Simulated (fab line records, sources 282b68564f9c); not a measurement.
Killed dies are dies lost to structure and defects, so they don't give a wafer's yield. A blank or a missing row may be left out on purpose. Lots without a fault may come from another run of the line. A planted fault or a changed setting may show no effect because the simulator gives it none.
Split-lot experiment | flow rit_cmos | 5 lots, 23 wafers read, on a route of 202 steps

THE SPLIT
At RIT_CONTACT_DEVELOP_07 (develop time 120 s), the setting develop_time_s was moved away from the recipe's 120 s on 11 of the 23 wafers read, by -9.0% to +11.7%. The other wafers ran this setting at the recipe's value.

FROM THE SPLIT TO THE READING: what the file shows between them, 3 steps
- RIT_CONTACT_CD_MEAS_08: target cd 1000 nm
- RIT_CONTACT_ETCH_11: etches SiO2 in CHF3/CF4/Ar, stops on TiSi2, target depth 480 nm, time 320 s (also split here: over_etch_frac)
- RIT_CONTACT_STRIP_12: strips in O2, time 180 s

THE READING
cd_nm, in nm, at RIT_CONTACT_CD_MEAS_90 (target cd 1000 nm). Fault-free wafers of this fab line usually give 999.3 nm, standard deviation 2.3 nm.

wafer  | tool, chamber at the split | develop_time_s as run, s | against the recipe | cd_nm, nm | against lot-mates on the recipe
L080.3 | litho_track-04, 0          | 120                      | recipe             | 996.5     | -
L080.4 | litho_track-04, 0          | 120                      | recipe             | 994.8     | -
L080.5 | litho_track-04, 0          | 120                      | recipe             | 996.9     | -
L081.1 | litho_track-04, 0          | 111.7                    | -6.9%              | 993.1     | -5.2
L081.2 | litho_track-04, 0          | 120                      | recipe             | 998.5     | -
L081.4 | litho_track-04, 0          | 111.7                    | -6.9%              | 993.2     | -5.1
L081.5 | litho_track-04, 0          | 111.7                    | -6.9%              | 993.4     | -5.0
L081.6 | litho_track-04, 0          | 120                      | recipe             | 998.2     | -
L082.2 | litho_track-01, 0          | 120                      | recipe             | 999.5     | -
L082.3 | litho_track-01, 0          | 109.2                    | -9.0%              | 989.0     | -9.7
L082.4 | litho_track-01, 0          | 120                      | recipe             | 997.1     | -
L082.5 | litho_track-01, 0          | 120                      | recipe             | 999.6     | -
L082.6 | litho_track-01, 0          | 109.2                    | -9.0%              | 989.3     | -9.4
L083.1 | litho_track-04, 0          | 134                      | +11.7%             | 1011.3    | +8.8
L083.2 | litho_track-04, 0          | 120                      | recipe             | 1001.6    | -
L083.3 | litho_track-04, 0          | 134                      | +11.7%             | 1012.2    | +9.8
L083.4 | litho_track-04, 0          | 120                      | recipe             | 1003.3    | -
L083.6 | litho_track-04, 0          | 134                      | +11.7%             | 1013.1    | +10.6
L084.1 | litho_track-01, 0          | 131.8                    | +9.8%              | 1005.5    | +7.4
L084.2 | litho_track-01, 0          | 120                      | recipe             | 999.7     | -
L084.4 | litho_track-01, 0          | 131.8                    | +9.8%              | 1006.5    | +8.4
L084.5 | litho_track-01, 0          | 120                      | recipe             | 996.5     | -
L084.6 | litho_track-01, 0          | 131.8                    | +9.8%              | 1005.3    | +7.2

THE FIT
A straight line over all 23 wafers: cd_nm changes by +0.963 nm for each +1% of develop_time_s; r = +0.95; the points scatter about the line by 2.2 nm.
The same after taking each lot's own level away (the mean of its wafers on the recipe; 23 wafers): +0.847 nm for each +1%; r = +0.98; scatter 1.1 nm.
On that fit, the largest move of develop_time_s shifts the reading by 9.9 nm.
The lots' own levels span 996.07 to 1002.45 nm, that is 2.8 times the standard deviation above.
So the lot-to-lot level changes the slope: the two fits differ.
Check: with one of the wafers moved furthest among these (+11.7%) left out of the fit, the line predicts +9.87 nm for it against its lot-mates. It came out at +8.85 nm against them.

OTHER SPLITS ON THESE WAFERS
These wafers also went through other splits before the reading. Each is held against what the fit with the lots' levels taken away leaves over:
other split on the same wafers     | wafers away from the commonest value | r with cd_nm (lot level and that fit taken away)
RIT_SILICIDE_SPUTTER_01 time_s     | 11                                   | -0.54
RIT_CONTACT_CVD_00 time_s          | 10                                   | -0.19
RIT_CONTACT_ETCH_11 over_etch_frac | 11                                   | +0.05

THE WHOLE CHAIN: every reading that the file lists as answering this split, in the file's order
step                   | what it does                                                                | reading                                                        | change (the file's fit)               | r (the file's)
RIT_CONTACT_CD_MEAS_08 | target cd 1000 nm                                                           | cd_nm                                                          | +0.842 nm for each +1% of the setting | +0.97
RIT_CONTACT_ETCH_11    | etches SiO2 in CHF3/CF4/Ar, stops on TiSi2, target depth 480 nm, time 320 s | CONTACT.cd_nm (the simulator's own value, which no gauge read) | +0.87 nm for each +1% of the setting  | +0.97
RIT_CONTACT_CD_MEAS_90 | target cd 1000 nm                                                           | cd_nm                                                          | +0.859 nm for each +1% of the setting | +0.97

THE FILE'S OWN FIT
cd_nm changes by +0.859 nm for each +1% of develop_time_s, r = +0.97.
